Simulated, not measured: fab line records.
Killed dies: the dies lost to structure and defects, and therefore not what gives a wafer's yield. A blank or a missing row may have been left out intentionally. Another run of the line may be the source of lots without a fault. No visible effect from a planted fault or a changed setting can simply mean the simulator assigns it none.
fab line records ; flow ritCmos
[record] lots = 7; wafers = 21; lastDay = 6
route steps=202 shown NSD@138 PSD@142 SDANNEAL@153
lots that met no fault: taken from a fault-free run of the same line
startH: hours from the record's first day to the start of the lot's first wafer shown ; waitH: hours elapsed since this lot's preceding step ; " identical to the entry in the row above ; L1.1+2: several wafers, shown together as one row ; - no value present, or no start provided ; * or withheld: withheld ; < > ~ a bound
route shown NAME@n: a module of which the file shows steps, and the number in the route of the first ; usual: mean/standard deviation of fault-free wafers ; same: alike in all rows ; chamber/n: place in a boat ; sites: the reading at each site ; _std_site: the standard deviation of these ; _edge_site: mean of outer sites minus mean of inner sites ; radiusMm: for every site, how far away it sits from the centre of the wafer ; mask NAME#n: copy n ; behind: the last tool/chamber to shape the wafer ; hold: why the lot was held/for how many hours/how that ended ; device: which transistor (n, p or np) failed to switch ; end of line: the same wafers' tests at the end of the route ; a step given without rows: its recipe and nothing more ; killed: at the first sort, the dies lost to defects and structure; wafer yield is something else ; map: dies across one wafer; x = killed, . = not, _ = none there
set.NAME: the setting as run; set.NAME@STEP: as run at that earlier step ; model.NAME: the simulator's own value behind a step, which no gauge read
lots at selected steps of the route; one table per step, one row per wafer
services: from which hour (startH, from the record's first day; less than 0 if before it) a tool's chamber was out of use, for how many hours, and why
[[steps]]
[step RIT_NSD_HARDBAKE_07]
[recipe] resist = NOVOLAK; tempC = 140; timeS = 60
[step RIT_NSD_IMPLANT_08]
[recipe] species = P; energyKev = 25; doseCm2 = 1e+15; tiltDeg = 7
[step RIT_NSD_STRIP_09]
[recipe] chemistry = O2; timeS = 180; resist = NOVOLAK; platenTempC = withheld; powerW = 500; pressureMtorr = 4000; o2FlowSccm = 4000
[usual] drypumpMotorCurrentA = 5.7/0.46
[same] timeS = 180
lot.wafer;tool;chamber;startH;waitH;drypumpMotorCurrentA;rfHoursCounterH
L552.2;plasmaAsher-03;1;69.20;0.1;5.7;41
L552.3;plasmaAsher-03;1;69.20;0.1;5.7;-
L552.6;plasmaAsher-03;0;69.20;0.1;5.6;-
L553.3;plasmaAsher-04;0;75.47;0.1;6.3;-
L553.4;plasmaAsher-04;1;75.47;0.1;5.9;-
L553.6;plasmaAsher-04;0;75.47;0.1;6.3;-
L556.1;plasmaAsher-04;0;88.94;0.1;6.3;31
L556.4;plasmaAsher-04;0;88.94;0.1;6.3;-
L556.6;plasmaAsher-04;1;88.94;0.1;5.9;-
L557.2;plasmaAsher-03;0;97.27;0.1;5.6;44
L557.4;plasmaAsher-03;0;97.27;0.1;5.6;-
L557.6;plasmaAsher-03;1;97.27;0.1;5.6;-
L560.1;plasmaAsher-03;0;111.41;0.1;5.6;46
L560.2;plasmaAsher-03;1;111.41;0.1;5.7;46
L560.3;plasmaAsher-03;1;111.41;0.1;5.7;-
L561.2;plasmaAsher-01;1;119.39;0.1;6.4;48
L561.3;plasmaAsher-01;1;119.39;0.1;6.4;-
L561.5;plasmaAsher-01;0;119.39;0.1;4.9;-
L562.1;plasmaAsher-03;1;124.37;0.1;5.6;47
L562.2;plasmaAsher-03;0;124.37;0.1;5.6;47
L562.3;plasmaAsher-03;1;124.37;0.1;5.7;-
[step RIT_NSD_TW_MEAS_10]
[usual] NSD_TW = 3125/19
lot.wafer;tool;chamber;startH;waitH;NSD_TW
L552.2;filmMetro-04;-;69.39;0.1;3165
L552.3;filmMetro-04;-;69.39;0.1;3153
L552.6;filmMetro-04;-;69.39;0.1;3157
L553.3;filmMetro-02;-;75.61;0.1;3127
L553.4;filmMetro-02;-;75.61;0.1;3101
L553.6;filmMetro-02;-;75.61;0.1;3112
L556.1;filmMetro-04;-;89.11;0.1;3149
L556.4;filmMetro-04;-;89.11;0.1;3139
L556.6;filmMetro-04;-;89.11;0.1;3154
L557.2;filmMetro-03;-;97.45;0.1;3122
L557.4;filmMetro-03;-;97.45;0.1;3106
L557.6;filmMetro-03;-;97.45;0.1;3127
L560.1;filmMetro-02;-;111.59;0.1;3112
L560.2;filmMetro-02;-;111.59;0.1;3109
L560.3;filmMetro-02;-;111.59;0.1;3126
L561.2;filmMetro-03;-;119.58;0.1;3132
L561.3;filmMetro-03;-;119.58;0.1;3148
L561.5;filmMetro-03;-;119.58;0.1;3129
L562.1;filmMetro-04;-;124.55;0.1;3140
L562.2;filmMetro-04;-;124.55;0.1;3126
L562.3;filmMetro-04;-;124.55;0.1;3124
[step RIT_PSD_HMDS_00]
[recipe] primeTimeS = 60; primeTempC = 140
[step RIT_PSD_COAT_01]
[recipe] resist = NOVOLAK; spinRpm = 3250; resistThkNm = 1000
[step RIT_PSD_SOFTBAKE_02]
[recipe] resist = NOVOLAK; tempC = 90; timeS = 62.92
[usual] exhaustPa = 44.9/0.89; plateSensorTCentreC = 90.970/0.01; plateSensorTEdgeC = 91.019/0.0097
[same] timeS = 62.92
lot.wafer;tool;chamber;startH;waitH;exhaustPa;plateSensorTCentreC;plateSensorTEdgeC
L552.2;lithoTrack-03;0;69.76;0.1;45.5;90.978;91.022
L552.3;lithoTrack-03;0;69.76;0.1;43.5;90.983;91.026
L552.6;lithoTrack-03;0;69.76;0.1;44.3;90.955;91.024
L553.3;lithoTrack-04;0;76.00;0.1;46.3;90.985;91.013
L553.4;lithoTrack-04;0;76.00;0.1;46.2;90.975;91.012
L553.6;lithoTrack-04;0;76.00;0.1;45.8;90.980;91.019
L556.1;lithoTrack-01;0;89.47;0.1;45.5;90.971;91.023
L556.4;lithoTrack-01;0;89.47;0.1;44.9;90.988;91.000
L556.6;lithoTrack-01;0;89.47;0.1;45.7;90.954;91.016
L557.2;lithoTrack-04;0;97.83;0.1;44.9;90.961;91.031
L557.4;lithoTrack-04;0;97.83;0.1;44.6;90.983;91.007
L557.6;lithoTrack-04;0;97.83;0.1;45.7;90.967;91.021
L560.1;lithoTrack-01;0;111.95;0.1;45.6;90.962;91.011
L560.2;lithoTrack-01;0;111.95;0.1;44.1;90.979;91.017
L560.3;lithoTrack-01;0;111.95;0.1;43.2;90.949;91.007
L561.2;lithoTrack-04;0;119.95;0.1;44.9;90.964;91.009
L561.3;lithoTrack-04;0;119.95;0.1;46.2;90.969;91.022
L561.5;lithoTrack-04;0;119.95;0.1;45.3;90.973;91.027
L562.1;lithoTrack-01;0;124.91;0.1;46.3;90.946;91.010
L562.2;lithoTrack-01;0;124.91;0.1;44.5;90.967;91.025
L562.3;lithoTrack-01;0;124.91;0.1;43.6;90.984;91.016
[step RIT_PSD_EXPOSE_03]
[recipe] maskId = M10; na = 0.57; targetCdNm = 40900; doseMj = 250
[step RIT_PSD_PEB_04]
[recipe] resist = NOVOLAK; tempC = withheld; timeS = withheld
[step RIT_PSD_DEVELOP_05]
[recipe] resist = NOVOLAK; developTimeS = 50; devTempC = 23
[step RIT_PSD_OVL_MEAS_06]
[usual] PSD_OVL = 1.0/1.5
lot.wafer;tool;chamber;startH;waitH;PSD_OVL[nm]
L552.2;overlay-02;-;70.29;-;-0.6
L552.3;overlay-02;-;70.29;-;-0.1
L552.6;overlay-02;-;70.29;-;-1.8
L553.3;overlay-01;-;76.56;-;1.2
L553.4;overlay-01;-;76.56;-;1.3
L553.6;overlay-01;-;76.56;-;2.1
L556.1;overlay-02;-;90.15;-;0.4
L556.4;overlay-02;-;90.15;-;0.2
L556.6;overlay-02;-;90.15;-;0.6
L557.2;overlay-01;-;98.36;-;1.9
L557.4;overlay-01;-;98.36;-;1.8
L557.6;overlay-01;-;98.36;-;1.6
L560.1;overlay-01;-;112.50;-;2.2
L560.2;overlay-01;-;112.50;-;4.8
L560.3;overlay-01;-;112.50;-;4.0
L561.2;overlay-01;-;120.61;-;1.6
L561.3;overlay-01;-;120.61;-;1.3
L561.5;overlay-01;-;120.61;-;1.7
L562.1;overlay-02;-;125.48;-;0.1
L562.2;overlay-02;-;125.48;-;1.4
L562.3;overlay-02;-;125.48;-;2.6
[step RIT_PSD_HARDBAKE_07]
[recipe] resist = NOVOLAK; tempC = 140; timeS = 60
[step RIT_PSD_IMPLANT_08]
[recipe] species = BF2; energyKev = 27; doseCm2 = 5e+15; tiltDeg = 7
[usual] beamEnergyKeV = 27.000/0.0076; beamOnS = 12.7/0.37; implantIonAmu = 49/0
lot.wafer;tool;chamber;startH;waitH;beamEnergyKeV;beamOnS;implantIonAmu;model.implant.drpNm;model.implant.rpNm
L552.2;implanter-03;0;70.50;0.1;27.008;12.6;49;12.05;22.37
L552.3;implanter-03;0;70.50;0.1;27.017;12.5;49;12.05;22.37
L552.6;implanter-03;0;70.50;0.1;27.008;12.6;49;12.05;22.37
L553.3;implanter-02;0;76.79;0.1;26.998;12.8;49;12.05;21.24
L553.4;implanter-02;0;76.79;0.1;27.010;12.3;49;12.05;21.24
L553.6;implanter-02;0;76.79;0.1;27.010;12.7;49;12.05;21.24
L556.1;implanter-03;0;90.33;0.1;26.999;12.4;49;12.05;21.57
L556.4;implanter-03;0;90.33;0.1;26.999;12.0;49;12.05;21.57
L556.6;implanter-03;0;90.33;0.1;26.995;12.5;49;12.05;21.57
L557.2;implanter-03;0;98.56;0.1;26.997;12.8;49;12.05;21.29
L557.4;implanter-03;0;98.56;0.1;26.996;12.4;49;12.05;21.29
L557.6;implanter-03;0;98.56;0.1;27.005;12.6;49;12.05;21.29
L560.1;implanter-01;0;112.69;0.1;26.999;13.5;75;8.906;20.15
L560.2;implanter-01;0;112.69;0.1;26.994;13.4;75;8.906;20.15
L560.3;implanter-01;0;112.69;0.1;27.009;13.0;75;8.906;20.15
L561.2;implanter-02;0;120.82;0.1;26.995;12.7;75;8.906;20.16
L561.3;implanter-02;0;120.82;0.1;26.997;12.8;75;8.906;20.16
L561.5;implanter-02;0;120.82;0.1;26.993;12.9;75;8.906;20.16
L562.1;implanter-02;0;125.67;0.1;26.989;12.4;75;8.906;19.71
L562.2;implanter-02;0;125.67;0.1;26.991;12.8;75;8.906;19.71
L562.3;implanter-02;0;125.67;0.1;26.998;11.9;75;8.906;19.71
[step RIT_PSD_STRIP_09]
[recipe] chemistry = O2; timeS = 180; resist = NOVOLAK; platenTempC = withheld; powerW = 500; pressureMtorr = 4000; o2FlowSccm = 4000
[usual] drypumpMotorCurrentA = 5.5/0.57
[same] timeS = 180
lot.wafer;tool;chamber;startH;waitH;drypumpMotorCurrentA;rfHoursCounterH
L552.2;plasmaAsher-01;0;70.62;0.1;4.9;43
L552.3;plasmaAsher-01;1;70.62;0.1;6.3;-
L552.6;plasmaAsher-01;0;70.62;0.1;4.9;-
L553.3;plasmaAsher-02;0;76.95;0.1;5.1;-
L553.4;plasmaAsher-02;1;76.95;0.1;4.7;-
L553.6;plasmaAsher-02;1;76.95;0.1;4.6;-
L556.1;plasmaAsher-01;1;90.48;0.1;6.4;44
L556.4;plasmaAsher-01;0;90.48;0.1;4.9;-
L556.6;plasmaAsher-01;1;90.48;0.1;6.3;-
L557.2;plasmaAsher-02;1;98.69;0.1;4.6;46
L557.4;plasmaAsher-02;0;98.69;0.1;5.1;-
L557.6;plasmaAsher-02;1;98.69;0.1;4.7;-
L560.1;plasmaAsher-01;1;112.84;0.1;6.4;47
L560.2;plasmaAsher-01;0;112.84;0.1;4.9;47
L560.3;plasmaAsher-01;0;112.84;0.1;4.9;-
L561.2;plasmaAsher-01;0;120.94;0.1;4.9;48
L561.3;plasmaAsher-01;0;120.94;0.1;4.9;-
L561.5;plasmaAsher-01;1;120.94;0.1;6.3;-
L562.1;plasmaAsher-03;0;125.82;0.1;5.6;48
L562.2;plasmaAsher-03;1;125.82;0.1;5.7;48
L562.3;plasmaAsher-03;0;125.82;0.1;5.6;-
[step RIT_PSD_TW_MEAS_10]
[usual] PSD_TW = 3432/19
lot.wafer;tool;chamber;startH;waitH;PSD_TW
L552.2;filmMetro-02;-;70.81;0.1;3438
L552.3;filmMetro-02;-;70.81;0.1;3425
L552.6;filmMetro-02;-;70.81;0.1;3441
L553.3;filmMetro-02;-;77.08;0.1;3420
L553.4;filmMetro-02;-;77.08;0.1;3411
L553.6;filmMetro-02;-;77.08;0.1;3429
L556.1;filmMetro-04;-;90.66;0.1;3467
L556.4;filmMetro-04;-;90.66;0.1;3466
L556.6;filmMetro-04;-;90.66;0.1;3452
L557.2;filmMetro-02;-;98.87;0.1;3395
L557.4;filmMetro-02;-;98.87;0.1;3411
L557.6;filmMetro-02;-;98.87;0.1;3413
L560.1;filmMetro-02;-;113.01;0.1;3481
L560.2;filmMetro-02;-;113.01;0.1;3475
L560.3;filmMetro-02;-;113.01;0.1;3479
L561.2;filmMetro-04;-;121.13;0.1;3497
L561.3;filmMetro-04;-;121.13;0.1;3497
L561.5;filmMetro-04;-;121.13;0.1;3478
L562.1;filmMetro-03;-;125.99;0.1;3463
L562.2;filmMetro-03;-;125.99;0.1;3448
L562.3;filmMetro-03;-;125.99;0.1;3467
[step RIT_SDANNEAL_CLEAN_00]
[recipe] chemistry = SC1; mix = 3:3:50; timeS = 600; tempC = 75
[step RIT_SDANNEAL_CLEAN_01]
[recipe] chemistry = dHF; dilution = 50:1; timeS = 30
[step RIT_SDANNEAL_CLEAN_02]
[recipe] chemistry = SC2; mix = 3:3:50; timeS = 600; tempC = 75; dry = n2Spin
[step RIT_SDANNEAL_RTA_03]
[recipe] tempC = 1050; timeS = 5; idleTempC = 600; rampUpCPerS = 342; rampDownCPerS = 171; coolToC = 600; ambient = N2
[usual] wafer_temp_C_max = 1053.4/1.3
[same] timeS = 5
lot.wafer;tool;chamber;startH;waitH;wafer_temp_C_max
L552.2;rtpAnneal-02;0;71.26;0.0;1052.4
L552.3;rtpAnneal-02;0;71.26;0.0;1054.0
L552.6;rtpAnneal-02;0;71.26;0.0;1053.0
L553.3;rtpAnneal-01;0;77.51;0.0;1052.0
L553.4;rtpAnneal-01;0;77.51;0.0;1052.7
L553.6;rtpAnneal-01;0;77.51;0.0;1052.4
L556.1;rtpAnneal-02;0;91.10;0.0;1052.8
L556.4;rtpAnneal-02;0;91.10;0.0;1056.8
L556.6;rtpAnneal-02;0;91.10;0.0;1056.7
L557.2;rtpAnneal-01;0;99.32;0.0;1054.7
L557.4;rtpAnneal-01;0;99.32;0.0;1054.4
L557.6;rtpAnneal-01;0;99.32;0.0;1051.4
L560.1;rtpAnneal-02;0;113.44;0.0;1053.5
L560.2;rtpAnneal-02;0;113.44;0.0;1055.6
L560.3;rtpAnneal-02;0;113.44;0.0;1055.9
L561.2;rtpAnneal-01;0;121.58;0.0;1053.8
L561.3;rtpAnneal-01;0;121.58;0.0;1053.1
L561.5;rtpAnneal-01;0;121.58;0.0;1053.3
L562.1;rtpAnneal-02;0;126.43;0.0;1052.5
L562.2;rtpAnneal-02;0;126.43;0.0;1053.0
L562.3;rtpAnneal-02;0;126.43;0.0;1053.0
[step RIT_SDANNEAL_RS_MEAS_04]
[recipe] thkMeasGauge = four-point-probe
[usual] PSD_RS = 115.89/0.24
lot.wafer;tool;chamber;startH;waitH;PSD_RS[ohm/sq]
L552.2;filmMetro-02;-;71.38;0.1;115.94
L552.3;filmMetro-02;-;71.38;0.1;115.80
L552.6;filmMetro-02;-;71.38;0.1;115.99
L553.3;filmMetro-04;-;77.59;0.1;115.56
L553.4;filmMetro-04;-;77.59;0.1;116.05
L553.6;filmMetro-04;-;77.59;0.1;115.91
L556.1;filmMetro-03;-;91.22;0.1;115.71
L556.4;filmMetro-03;-;91.22;0.1;115.65
L556.6;filmMetro-03;-;91.22;0.1;115.74
L557.2;filmMetro-03;-;99.38;0.1;115.82
L557.4;filmMetro-03;-;99.38;0.1;115.74
L557.6;filmMetro-03;-;99.38;0.1;115.93
L560.1;filmMetro-04;-;113.50;0.0;50.45
L560.2;filmMetro-04;-;113.50;0.0;50.43
L560.3;filmMetro-04;-;113.50;0.0;50.42
L561.2;filmMetro-03;-;121.65;0.1;50.55
L561.3;filmMetro-03;-;121.65;0.1;50.69
L561.5;filmMetro-03;-;121.65;0.1;50.65
L562.1;filmMetro-03;-;126.49;0.0;50.67
L562.2;filmMetro-03;-;126.49;0.0;50.55
L562.3;filmMetro-03;-;126.49;0.0;50.62
[step RIT_SDANNEAL_RS_MEAS_05]
[recipe] thkMeasGauge = four-point-probe
[usual] NSD_RS = 84.6/0.31
lot.wafer;tool;chamber;startH;waitH;NSD_RS[ohm/sq]
L552.2;filmMetro-02;-;71.50;0.1;84.8
L552.3;filmMetro-02;-;71.50;0.1;84.3
L552.6;filmMetro-02;-;71.50;0.1;84.9
L553.3;filmMetro-04;-;77.71;0.1;84.7
L553.4;filmMetro-04;-;77.71;0.1;84.6
L553.6;filmMetro-04;-;77.71;0.1;84.9
L556.1;filmMetro-03;-;91.34;0.1;84.4
L556.4;filmMetro-03;-;91.34;0.1;84.5
L556.6;filmMetro-03;-;91.34;0.1;84.9
L557.2;filmMetro-03;-;99.50;0.1;85.0
L557.4;filmMetro-03;-;99.50;0.1;84.8
L557.6;filmMetro-03;-;99.50;0.1;84.8
L560.1;filmMetro-04;-;113.62;0.1;83.8
L560.2;filmMetro-04;-;113.62;0.1;83.8
L560.3;filmMetro-04;-;113.62;0.1;83.8
L561.2;filmMetro-03;-;121.77;0.1;84.3
L561.3;filmMetro-03;-;121.77;0.1;84.3
L561.5;filmMetro-03;-;121.77;0.1;84.7
L562.1;filmMetro-03;-;126.61;0.1;85.0
L562.2;filmMetro-03;-;126.61;0.1;84.7
L562.3;filmMetro-03;-;126.61;0.1;84.8
[[services]]
tool;chamber;startH;hours;kind
implanter-02;-;77.63;4.7;pm
implanter-01;-;83.95;2.6;repair
implanter-01;-;98.97;9.8;pm
plasmaAsher-02;-;108.80;9.0;pm
plasmaAsher-02;0;108.80;9.0;ventCycle
plasmaAsher-02;1;108.80;9.0;ventCycle
implanter-01;-;109.36;2.9;pm
implanter-01;-;115.36;5.5;repair
implanter-02;-;116.55;1.8;repair
plasmaAsher-02;0;117.80;-;clean
plasmaAsher-02;1;117.80;-;clean
[[key]]
[firstSign] step = RIT_PSD_IMPLANT_08; reading = implantIonAmu; direction = up; sigmas = 99+; usual = 49; struck = 75
[effect] step = RIT_PSD_TW_MEAS_10; reading = PSD_TW; direction = up; sigmas = 2.3; usual = 3432; struck = 3476
[effect] step = RIT_SDANNEAL_RS_MEAS_04; reading = PSD_RS; direction = down; sigmas = 99+; usual = 115.89; struck = 50.56
[modelEffect] step = RIT_PSD_IMPLANT_08; value = implant.drpNm; without = 12.05; struck = 8.906
metAt RIT_PSD_IMPLANT_08
struckWafers L560.1,L560.2,L560.3,L561.2,L561.3,L561.5,L562.1,L562.2,L562.3
sortLeftOut L560.1,L560.2,L560.3,L561.2,L561.3,L561.5,L562.1,L562.2,L562.3
testerLeftOut L560,L561,L562
onsetBetween 76.79 112.69
[fault] kind = wrongRecipeDownload; tool = implanter-01,implanter-02,implanter-03; chamber = -; onsetH = 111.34; steps = RIT_PSD_IMPLANT_08; wrongRecipe.notListed = 1
// testerLeftOut: of these lots the tester's yield and bins aren't shown, on N5 and GAA mostly nor the transistor test; their killed dies are dies lost to structure and defects alone, not to doping, threshold or leakage, so they don't give the yield
// sortLeftOut: the simulated sort isn't trusted on such a fault, so these wafers' sort isn't shown, and their yield isn't known
